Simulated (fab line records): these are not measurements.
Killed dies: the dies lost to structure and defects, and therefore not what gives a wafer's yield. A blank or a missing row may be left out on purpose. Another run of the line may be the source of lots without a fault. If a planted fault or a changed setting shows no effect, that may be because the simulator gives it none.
Which tool was responsible? ; flow berkeley_cmos170 ; 7 lots with 21 wafers sampled at 2 steps, on a route of 331 steps

WHAT THE GAUGES SHOWED, per wafer
UCB170_NWELL_THK_MEAS_05.
lot;measured;on;NWELL_NITRIDE_THK (nm)
L349;day 2 14:28;film_metro-02;214.2 215.0 214.7
L351;day 3 01:41;film_metro-01;216.3 214.6 215.5
L353;day 3 15:28;film_metro-02;204.4 205.1 206.7 204.4 204.9 206.7
L355;day 3 21:51;film_metro-03;216.5 215.8 217.2
L364;day 5 20:41;film_metro-03;213.7 215.1 214.4
L368;day 6 17:16;film_metro-02;215.0 215.8 215.9
L370;day 7 01:01;film_metro-01;214.3 213.7 213.7

WHICH TOOL RAN EACH LOT (tool, then ch and the chambers of the sampled wafers, then the start)
lot;UCB170_NWELL_CVD_04
L349;lpcvd-01 ch 1, day 2 11:34
L351;lpcvd-01 ch 1, day 2 23:43
L353;lpcvd-01 ch 0, day 3 13:30
L355;lpcvd-02 ch 1, day 3 18:56
L364;lpcvd-02 ch 1, day 5 16:19
L368;lpcvd-01 ch 1, day 6 15:20
L370;lpcvd-02 ch 1, day 6 23:04
- UCB170_NWELL_CVD_04: deposits Si3N4 from SiH2Cl2/NH3, target thk 224 nm, time 3238 s.

THE ANSWER, worked out from the rows above alone
Rule: what is usual is taken from the lots themselves. Put in order of their means at a reading, lots are off if they are a third of the lots or fewer, leave a main group of 4 or more, and stand apart from it by a gap of 3 or more times the standard deviation of the main group's means; of several such gaps the widest counts. The tables above print the reading to a certain number of digits; a main group whose means all agree to those digits is not used. A lot without any number at a reading at which 4 lots or more have one is off too. The other lots that the step has rows for count as sound.
Off: L353, at UCB170_NWELL_THK_MEAS_05 (NWELL_NITRIDE_THK). Main group: mean 215.1 nm, sd 0.86.
A tool fits if, at a process step before that reading, it ran every lot that is off, and no sound lot after the first of them. The gauges at UCB170_NWELL_THK_MEAS_05 are tried like those tools. Of those tried, none fits.

WHAT THE SIMULATOR PUT IN
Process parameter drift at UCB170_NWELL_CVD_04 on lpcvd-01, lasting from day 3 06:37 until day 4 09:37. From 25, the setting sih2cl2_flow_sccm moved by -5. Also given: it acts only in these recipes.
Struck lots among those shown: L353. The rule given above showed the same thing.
